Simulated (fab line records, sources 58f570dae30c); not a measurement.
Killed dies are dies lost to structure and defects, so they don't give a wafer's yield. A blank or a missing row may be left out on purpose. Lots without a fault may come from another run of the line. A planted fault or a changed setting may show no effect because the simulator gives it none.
Which tool did it? | flow berkeley_cmos170 | 14 lots, 42 wafers sampled, at 4 steps of a route of 331

WHAT THE GAUGES READ, wafer by wafer
UCB170_M2_OVL_MEAS_16. Usual: M2_OVL -4 nm, standard deviation 5.2.
lot  | measured     | on         | M2_OVL (nm) | flag
L991 | day 7 11:46  | overlay-01 | -6 -1 -3    |
L990 | day 7 12:02  | overlay-01 | 12 11 6     |
L992 | day 8 05:55  | overlay-01 | 0 1 -4      |
L995 | day 8 16:04  | overlay-02 | 0 2 -3      |
L996 | day 9 02:23  | overlay-02 | -4 -4 -7    |
L997 | day 9 02:40  | overlay-01 | -7 -9 -8    |
L999 | day 9 15:02  | overlay-02 | 0 -5 -3     |
L101 | day 10 07:38 | overlay-02 | -9 -15 -9   |
L100 | day 10 07:43 | overlay-01 | -3 -4 -7    |
L102 | day 10 07:55 | overlay-01 | -2 1 -9     |
L104 | day 10 22:55 | overlay-02 | 3 2 -1      |
L108 | day 11 16:24 | overlay-01 | -8 -7 -10   |
L111 | day 12 03:25 | overlay-01 | -11 -12 -7  |
L113 | day 12 04:47 | overlay-01 | -6 -4 -8    |

UCB170_M3_OVL_MEAS_16. Usual: M3_OVL -3 nm, standard deviation 6.5.
lot  | measured     | on         | M3_OVL (nm) | flag
L991 | day 7 17:36  | overlay-01 | -12 -12 -8  |
L990 | day 7 17:43  | overlay-02 | -15 -14 -9  |
L992 | day 8 10:53  | overlay-02 | 0 0 1       |
L995 | day 9 01:52  | overlay-02 | -4 -6 -4    |
L996 | day 9 08:22  | overlay-01 | 6 -2 1      |
L997 | day 9 08:52  | overlay-02 | 2 -2 0      |
L999 | day 9 22:14  | overlay-01 | -2 8 -2     |
L101 | day 10 14:43 | overlay-02 | -3 -3 -2    |
L100 | day 10 15:00 | overlay-01 | 4 8 8       |
L102 | day 10 15:31 | overlay-02 | -18 -10 -6  |
L104 | day 11 04:43 | overlay-02 | 0 -8 -3     |
L108 | day 11 22:50 | overlay-01 | 0 3 1       |
L111 | day 12 08:28 | overlay-01 | 2 -4 -8     |
L113 | day 12 09:59 | overlay-01 | 2 -8 3      |

UCB170_M3_BOW_MEAS_20. Usual: M3_BOW 33 um, standard deviation 7.2.
lot  | measured     | on            | M3_BOW (um) | flag
L991 | day 7 18:05  | film_metro-02 | 24 26 29    |
L990 | day 7 18:12  | film_metro-01 | 38 30 42    |
L992 | day 8 11:25  | film_metro-04 | 29 30 35    |
L995 | day 9 02:22  | film_metro-02 | 26 36 25    |
L996 | day 9 08:51  | film_metro-02 | 24 31 20    |
L997 | day 9 09:20  | film_metro-04 | 22 24 22    |
L999 | day 9 22:43  | film_metro-04 | 31 40 31    |
L101 | day 10 15:12 | film_metro-02 | 35 52 45    |
L100 | day 10 15:30 | film_metro-02 | 25 28 45    |
L102 | day 10 16:01 | film_metro-01 | 42 29 42    |
L104 | day 11 05:11 | film_metro-02 | 25 37 37    |
L108 | day 11 23:25 | film_metro-02 | 23 38 22    |
L111 | day 12 08:57 | film_metro-01 | 32 40 37    |
L113 | day 12 10:28 | film_metro-04 | 32 46 44    |

WHICH TOOL RAN EACH LOT (tool, then ch and the chambers of the sampled wafers, then the start)
lot  | UCB170_V1_STRIP_15
L991 | plasma_asher-03 ch 0,1, day 7 06:23
L990 | plasma_asher-03 ch 0,1, day 7 06:38
L992 | plasma_asher-03 ch 0,1, day 8 03:37
L995 | plasma_asher-01 ch 0,1, day 8 12:46
L996 | plasma_asher-01 ch 1, day 8 22:13
L997 | plasma_asher-03 ch 0,1, day 8 22:27
L999 | plasma_asher-01 ch 0,1, day 9 12:16
L101 | plasma_asher-04 ch 0,1, day 10 04:28
L100 | plasma_asher-03 ch 0,1, day 10 04:41
L102 | plasma_asher-01 ch 1, day 10 04:45
L104 | plasma_asher-01 ch 0, day 10 19:53
L108 | plasma_asher-04 ch 0,1, day 11 13:49
L111 | plasma_asher-04 ch 0,1, day 12 01:02
L113 | plasma_asher-04 ch 0,1, day 12 02:21
- UCB170_V1_STRIP_15: strips in O2.

WHAT THE TOOLS THEMSELVES READ (means of the sampled wafers that have a number; where no wafer has one, the mark that the record gives instead)
UCB170_V1_STRIP_15. Usual: drypump_motor_current_A 5.7 A, standard deviation 0.49; oes_product_au 0.722 a.u., standard deviation 0.0044; strip_time_to_endpoint_s 15.28 s, standard deviation 0.12.
lot  | tool            | drypump_motor_current_A (A) | oes_product_au (a.u.) | strip_time_to_endpoint_s (s) | flag
L991 | plasma_asher-03 | 5.9                         | 0.723                 | 15.23                        |
L990 | plasma_asher-03 | 5.9                         | 0.723                 | 15.19                        |
L992 | plasma_asher-03 | 5.8                         | 0.726                 | 15.31                        |
L995 | plasma_asher-01 | 6.0                         | 0.723                 | 15.28                        |
L996 | plasma_asher-01 | 6.3                         | 0.724                 | 15.19                        |
L997 | plasma_asher-03 | 6.1                         | 0.720                 | 15.44                        |
L999 | plasma_asher-01 | 5.8                         | 0.725                 | 15.21                        |
L101 | plasma_asher-04 | 5.1                         | 0.724                 | 15.28                        |
L100 | plasma_asher-03 | 6.1                         | 0.722                 | 15.35                        |
L102 | plasma_asher-01 | 6.3                         | 0.722                 | 15.44                        |
L104 | plasma_asher-01 | 5.5                         | 0.723                 | 15.29                        |
L108 | plasma_asher-04 | 5.3                         | 0.722                 | 15.19                        |
L111 | plasma_asher-04 | 5.1                         | 0.715                 | 15.13                        |
L113 | plasma_asher-04 | 5.1                         | 0.720                 | 15.48                        |

THE ANSWER, worked out from the rows above alone
Rule: a lot is off if the mean of its wafers that have a number lies more than 3 standard deviations from the usual mean. A lot without any number at a reading at which 4 lots or more have one is off too. The other lots that the step has rows for count as sound. The gauges are gone through in route order, then the tools' own readings, and for those a lot's mean is taken as printed above. The first step at which some lot is off is used, and at that step the reading that is off furthest; a lot without a number counts as furthest.
No lot is off at any reading shown: from this, nothing can be told.

WHAT THE SIMULATOR HAD PUT IN
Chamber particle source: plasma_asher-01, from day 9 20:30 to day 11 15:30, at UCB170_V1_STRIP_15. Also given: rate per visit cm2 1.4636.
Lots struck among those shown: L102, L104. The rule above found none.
